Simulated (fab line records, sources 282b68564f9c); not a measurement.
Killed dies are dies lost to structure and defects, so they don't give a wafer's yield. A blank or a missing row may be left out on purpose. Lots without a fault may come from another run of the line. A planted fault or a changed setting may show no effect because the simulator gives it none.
Chamber matching | flow rit_cmos | RIT_CONTACT_ETCH_11 on rie_diel-02: 4 sister chambers
The step etches SiO2 in CHF3/CF4/Ar, stops on TiSi2, target depth 480 nm, time 320 s. 7 wafers are shown with their chamber, then 7 later ones without.

WAFERS WITH THEIR CHAMBER
wafer  | chamber | throttle_valve_pct (%) | drypump_motor_current_A (A)
L572.1 | 0       | 8.82                   | 5.4
L572.6 | 2       | 8.96                   | 5.4
L574.2 | 1       | 8.63                   | 5.7
L576.2 | 0       | 8.83                   | 5.4
L576.5 | 3       | 8.88                   | 6.2
L584.2 | 1       | 8.65                   | 5.8
L584.3 | 3       | 8.90                   | 6.2

WAFERS WITHOUT THEIR CHAMBER
wafer  | throttle_valve_pct (%) | drypump_motor_current_A (A)
L584.5 | 8.67                   | 5.8
L588.1 | 8.64                   | 5.8
L588.3 | 8.83                   | 5.4
L588.6 | 8.81                   | 5.4
L590.1 | 8.92                   | 5.4
L590.2 | 8.66                   | 5.8
L590.5 | 8.95                   | 5.4

WHICH CHAMBER EACH WENT THROUGH
wafer  | from the rows above | in truth
L584.5 | 1                   | 1
L588.1 | 1                   | 1
L588.3 | 0                   | 0
L588.6 | 0                   | 0
L590.1 | 2                   | 2
L590.2 | 1                   | 1
L590.5 | 2                   | 2
Placed correctly: 7 of 7. Can't be placed from these rows: 0. Placed wrongly: 0.
How it was worked out, from the rows above alone: a wafer's distance from a chamber is the root of the sum, over the readings, of the square of ((its reading less the chamber's mean) divided by the reading's scatter). The wafer belongs to the nearest chamber; if the next one is less than 2 further off, it can't be placed. A chamber's mean is the mean of its shown wafers. The scatter: the root of (the sum of the squares of (reading less its chamber's mean) over the shown wafers, divided by (wafers less chambers)).
